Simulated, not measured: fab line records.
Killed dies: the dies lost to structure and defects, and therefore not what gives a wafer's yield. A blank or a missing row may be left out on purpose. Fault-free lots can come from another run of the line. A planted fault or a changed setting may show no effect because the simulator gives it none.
Struck lot and sound lot, side by side | flow rit-cmos | 30 out of 202 route steps
Sound: wafers L863.1, L863.2, L863.5. Struck: wafers L856.1, L856.3, L856.5. The cause is given at the end.
Order at every step that has rows: each side's tool, ch and its chambers, its first start. Under that, the readings that differ: sound wafers | struck wafers | difference of the means | sigmas: that difference in standard deviations of wafers without a fault.
alike: readings whose means differ by less than 2 such deviations, and words and numbers that are the same on both sides. not compared: withheld readings, readings that some wafer has no value for, bounds like >300 that may hide the same value, and numbers for which the record gives no deviation and whose values overlap.
The two part at a step that has a row with sigmas, a row that says differs or no value, or rows on one side only. Non-overlapping numbers with no deviation appear without sigmas and do not part them. A reading missing from all wafers of one side parts the sides only when that side holds two or more wafers.

first, 6 steps without rows for these wafers: RIT_SDANNEAL_RTA_03 (time 5 s); RIT_SILICIDE_WET_ETCH_00 (etches SiO2 in BOE, target depth 14 nm, time 15.32 s); RIT_SILICIDE_SPUTTER_01 (material Ti, target thk 30 nm, time 240 s); RIT_SILICIDE_RTA_04 (time 10 s, ramp up 5 s, ramp down 5 s); RIT_SILICIDE_WET_ETCH_05 (etches Ti in SPM, time 120 s); RIT_SILICIDE_RTA_06 (time 10 s, ramp up 5 s, ramp down 10 s).
RIT_CONTACT_CVD_00: deposits SiO2 from TEOS, target thk 400 nm, time 61 s.
  sound on pecvd-03 ch 0,2, day 6 13:28; struck on pecvd-04 ch 0,1,2, day 4 22:46
  reading                                  | sound             | struck            | difference | sigmas
  rf-fwd-power-W (W)                       | 396.0 396.2 395.2 | 556.0 558.3 552.6 | +159.8     | +99 or more
  model.SiO2_of_CONTACT_CVD_00.thk-nm (nm) | 399.1 387.6 404.4 | 433.7 435.2 436.9 | +38.2      |
  alike: heater-power-w
RIT_CONTACT_THK_MEAS_01:
  sound on film-metro-01 at day 6 13:31; struck on film-metro-04 at day 4 22:49
  reading               | sound       | struck      | difference | sigmas
  CONTACT_TEOS_THK (nm) | 399 388 404 | 434 435 437 | +38        | +7
then, 7 steps without rows for these wafers: RIT_CONTACT_HMDS_02 (prime time 60 s); RIT_CONTACT_COAT_03 (resist thk 1000 nm); RIT_CONTACT_SOFTBAKE_04 (time 60 s); RIT_CONTACT_EXPOSE_05 (exposes mask M11, target cd 1000 nm); RIT_CONTACT_PEB_06; RIT_CONTACT_DEVELOP_07 (develop time 121.9 s); RIT_CONTACT_HARDBAKE_10 (time 60 s).
RIT_CONTACT_ETCH_11: etches SiO2 in CHF3/CF4/Ar, stops on TiSi2, target depth 480 nm, time 320 s.
  sound on rie-diel-04 ch 1,2, day 6 14:50; struck on rie-diel-01 ch 1,3, day 5 00:09
  reading                             | sound             | struck            | difference | sigmas
  model.etch.depth-nm (nm)            | 399.1 387.6 404.4 | 433.7 435.2 436.9 | +38.2      |
  model.CONTACT.feature-depth-nm (nm) | 399.1 387.6 404.4 | 433.7 435.2 436.9 | +38.2      |
  alike: drypump-motor-current-A, mfc-ar-sccm, oes-product-au, throttle-valve-pct
  not compared: rf-hours-counter-h
then, 11 steps without rows for these wafers: RIT_CONTACT_STRIP_12 (strips in O2, time 180 s); RIT_CONTACT_CLEAN_13 (cleans in SC1, time 600 s); RIT_CONTACT_CLEAN_14 (cleans in SC2, time 600 s); RIT_M1_SPUTTER_00 (material Al, target thk 400 nm, time 500 s); RIT_M1_HMDS_03 (prime time 60 s); RIT_M1_COAT_04 (resist thk 1300 nm); RIT_M1_SOFTBAKE_05 (time 60 s); RIT_M1_EXPOSE_06 (exposes mask M12, target cd 2600 nm); RIT_M1_PEB_07; RIT_M1_DEVELOP_08 (develop time 68 s); RIT_M1_HARDBAKE_11 (time 120 s).
RIT_M1_METAL_ETCH_12: etches Al in Cl2/BCl3, stops on SiO2, time 165 s, target depth 600 nm.
  sound on rie-metal-02 ch 1, day 6 17:41; struck on rie-metal-03 ch 0, day 5 02:45
  reading                                  | sound             | struck            | difference | sigmas
  model.SiO2_of_CONTACT_CVD_00.thk-nm (nm) | 362.4 350.6 367.5 | 397.4 398.8 400.5 | +38.7      |
  alike: drypump-motor-current-A, he-backside-leak-sccm, oes-product-au, throttle-valve-pct
  not compared: rf-hours-counter-h
then, 1 step without rows for these wafers: RIT_M1_STRIP_13 (strips in nmp, time 600 s).
RIT_M1_PROBE_99:
  sound on prober-01 at day 6 20:06; struck on prober-02 at day 5 10:34
  reading                            | sound               | struck               | difference | sigmas
  model.etest.field-p-metal.vt-v (V) | -29.26 -29.22 -29.3 | -31.13 -30.59 -30.67 | -1.54      |
  alike: killed-at-contacts, killed-at-front-end, killed-dies, killed-open, killed-short
  not compared: model.etest.antenna-contact.vt-shift-v

WHERE THEY PART
First at RIT_CONTACT_CVD_00; last, within this record, at RIT_CONTACT_THK_MEAS_01. Later steps at which nothing parts them and some readings are alike: RIT_CONTACT_ETCH_11, RIT_M1_METAL_ETCH_12, RIT_M1_PROBE_99.

WHY: what the simulator had put in
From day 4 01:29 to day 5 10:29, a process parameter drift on pecvd-04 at RIT_CONTACT_CVD_00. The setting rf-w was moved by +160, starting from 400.
